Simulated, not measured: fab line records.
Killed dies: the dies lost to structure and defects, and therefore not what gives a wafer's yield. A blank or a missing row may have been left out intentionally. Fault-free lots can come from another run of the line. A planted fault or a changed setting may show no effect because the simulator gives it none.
Check for tools in common | flow rit_cmos | Sampled: 14 lots, 42 wafers

WHAT PROMPTED THE OPENING
RIT_SPACER_THK_MEAS_04, reading SPACER_NITRIDE_THK: flagged on 2 of 14 lots. Wafers without a fault read 251.0 nm, standard deviation 2.2.
Rule: a lot gets a flag if all its wafers with a number sit over 4 standard deviations from that mean, or if no wafer of it has a number. All remaining lots are regarded as sound.

lot  | measured    | on            | SPACER_NITRIDE_THK (nm), wafer by wafer | flag
L563 | day 2 21:32 | film_metro-03 | 246.9 245.0 246.0                       |
L564 | day 3 02:08 | film_metro-01 | 250.8 254.0 254.4                       |
L565 | day 3 08:43 | film_metro-01 | 252.9 254.3 253.3                       |
L566 | day 3 14:58 | film_metro-04 | 253.8 254.2 253.8                       |
L568 | day 3 21:59 | film_metro-03 | 251.3 249.3 251.9                       |
L570 | day 4 09:38 | film_metro-01 | 252.0 251.5 249.1                       |
L571 | day 4 15:25 | film_metro-04 | 252.0 250.9 250.9                       |
L572 | day 4 18:41 | film_metro-01 | 251.3 253.6 251.8                       |
L573 | day 5 00:20 | film_metro-03 | 248.8 248.1 247.4                       |
L574 | day 5 05:16 | film_metro-04 | 252.1 251.8 253.7                       |
L576 | day 5 16:56 | film_metro-01 | 249.7 248.4 250.2                       |
L577 | day 5 20:19 | film_metro-03 | 249.7 249.1 250.6                       |
L585 | day 7 12:20 | film_metro-01 | 143.3 142.6 141.8                       | FLAGGED
L586 | day 7 17:59 | film_metro-04 | 140.4 141.9 139.8                       | FLAGGED
The mean of the flagged lots' numbers is 141.6 nm, -109.4 nm from the usual (-50 standard deviations).

EACH LOT AND THE TOOL IT RAN ON
The record holds 1 process step before the reading, out of a route of 202 steps. Every cell lists first the tool, next ch and the chambers used by the sampled wafers, and last the start.
lot  | flag    | RIT_SPACER_CVD_03
L563 |         | lpcvd-01 ch 0, day 2 19:37
L564 |         | lpcvd-02 ch 1, day 3 00:11
L565 |         | lpcvd-02 ch 0, day 3 06:47
L566 |         | lpcvd-01 ch 1, day 3 12:04
L568 |         | lpcvd-02 ch 0, day 3 20:04
L570 |         | lpcvd-01 ch 0, day 4 07:44
L571 |         | lpcvd-02 ch 1, day 4 12:30
L572 |         | lpcvd-02 ch 1, day 4 16:46
L573 |         | lpcvd-02 ch 1, day 4 22:25
L574 |         | lpcvd-01 ch 0, day 5 03:19
L576 |         | lpcvd-01 ch 1, day 5 14:02
L577 |         | lpcvd-01 ch 1, day 5 18:23
L585 | FLAGGED | lpcvd-02 ch 1, day 7 10:24
L586 | FLAGGED | lpcvd-02 ch 1, day 7 16:04
What the steps here do:
- RIT_SPACER_CVD_03: deposits Si3N4 from SiH2Cl2/NH3, target thk 250 nm, time 3300 s.
- RIT_SPACER_THK_MEAS_04

FLAGGED OVER TOTAL, TOOL BY TOOL (the gauges that took the reading come last)
step                   | tool          | lots run | flagged | share of the flagged lots | sound lots run after its first flagged lot
RIT_SPACER_CVD_03      | lpcvd-01      | 6        | 0       | none                      | -
RIT_SPACER_CVD_03      | lpcvd-02      | 8        | 2       | all                       | 0
RIT_SPACER_THK_MEAS_04 | film_metro-01 | 6        | 1       | some                      | 0
RIT_SPACER_THK_MEAS_04 | film_metro-03 | 4        | 0       | none                      | -
RIT_SPACER_THK_MEAS_04 | film_metro-04 | 4        | 1       | some                      | 0

WHAT THE TABLE ALLOWS
1 row of the table ran every flagged lot: lpcvd-02 at RIT_SPACER_CVD_03.
- lpcvd-02 at RIT_SPACER_CVD_03: 2 of its 8 lots flagged. Last sound lot L573 at day 4 22:25, first flagged lot L585 at day 7 10:24; a fault beginning in between fits.
One tool is left: lpcvd-02 at RIT_SPACER_CVD_03.

WHAT WAS PUT IN BY THE SIMULATOR
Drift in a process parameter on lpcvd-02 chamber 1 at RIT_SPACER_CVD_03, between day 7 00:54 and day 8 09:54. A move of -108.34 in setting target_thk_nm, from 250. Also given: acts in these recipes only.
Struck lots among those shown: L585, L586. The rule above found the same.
